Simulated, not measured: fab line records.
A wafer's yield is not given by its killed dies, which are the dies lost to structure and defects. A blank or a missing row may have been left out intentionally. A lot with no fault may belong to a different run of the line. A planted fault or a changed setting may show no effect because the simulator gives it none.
Problem report in the 8D (eight disciplines) form, filled by code	flow ritCmos	the parts of the form that need people (team, actions taken, sign-off) are left out

## 1. PROBLEM STATEMENT
Wafers free of any fault read -1.3 nm (standard deviation 1.6) for PSD_OVL at RIT_PSD_OVL_MEAS_06, against a mean of 128.1 nm on 6 wafers of 2 lots. That is +81 standard deviations from the usual mean.
First seen on wafer L504.1, day 6 15:31, on overlay-01. Wafers with a number at this step in the record: 42, from 14 lots. Rule for "out" (also "out of limits"): further than 4 standard deviations from the usual mean. Any other wafer with a number is counted as sound.

## 2. WHAT IT IS; WHAT IT IS NOT
question	is	is not
which readings at this step	PSD_OVL	-
which lots	L504, L510	L487, L488, L490, L491, L493, L494, L496, L498, L499, L500, L501, L506
which wafers of those lots	all that have a number	-
read on which gauges	overlay-01, overlay-02	-
when	from day 6 15:31	up to then (33 sound wafers); but 3 sound wafers of L506 came after

## 3. WHAT RULES OUT EACH SUSPECT
Counting: a tool stays on the suspect list if, at a process step up to the reading, it processed all lots that are out and no sound lot following the first of them.
- the gauge at RIT_PSD_OVL_MEAS_06 is ruled out. 2 gauges (overlay-01, overlay-02) read the wafers that are out.
- ilineStepper-02 at RIT_PSD_EXPOSE_03 (exposes mask M10, target cd 40900 nm): kept. All lots that are out passed through it, beginning with L504 at day 6 15:07, and no sound lot followed; its final sound lot before that point was L501 at day 6 03:08.
After counting, what remains is ilineStepper-02 at RIT_PSD_EXPOSE_03.

## 4. THE CAUSE (what the simulator had put in)
Scanner matching overlay: ilineStepper-02, from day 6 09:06 on, at RIT_PSD_EXPOSE_03. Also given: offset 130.
Counting left only this tool.

## 5. THE EFFECT CHAIN, in route order
One row per reading whose mean, taken over the struck wafers that have a number, lies over 3 standard deviations from the usual. Only readings whose record carries a usual standard deviation are examined. hours: median over the lots of the time between each lot's start at the first step of this table that gives one and its start at this step. sigmas: the change, counted in usual standard deviations.
hours	step	reading	usual	on struck wafers	change	sigmas
0	RIT_PSD_OVL_MEAS_06	PSD_OVL	-1.3 nm	128.1	+129.4	+81

## 6. HOW IT WOULD HAVE BEEN CAUGHT EARLIER
In this record the first reading out of limits at a measuring or inspecting step was taken at day 6 15:31, 6 hours after the fault began at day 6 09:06.
Tool readings at RIT_PSD_EXPOSE_03 with a usual standard deviation given in the record: none out on any struck wafer, hence no alarm at a limit of 4 standard deviations on them.
Of the lots that are out (2), L510 began RIT_PSD_EXPOSE_03 on ilineStepper-02 after day 6 15:31. Holding the tool at that time would have saved it.
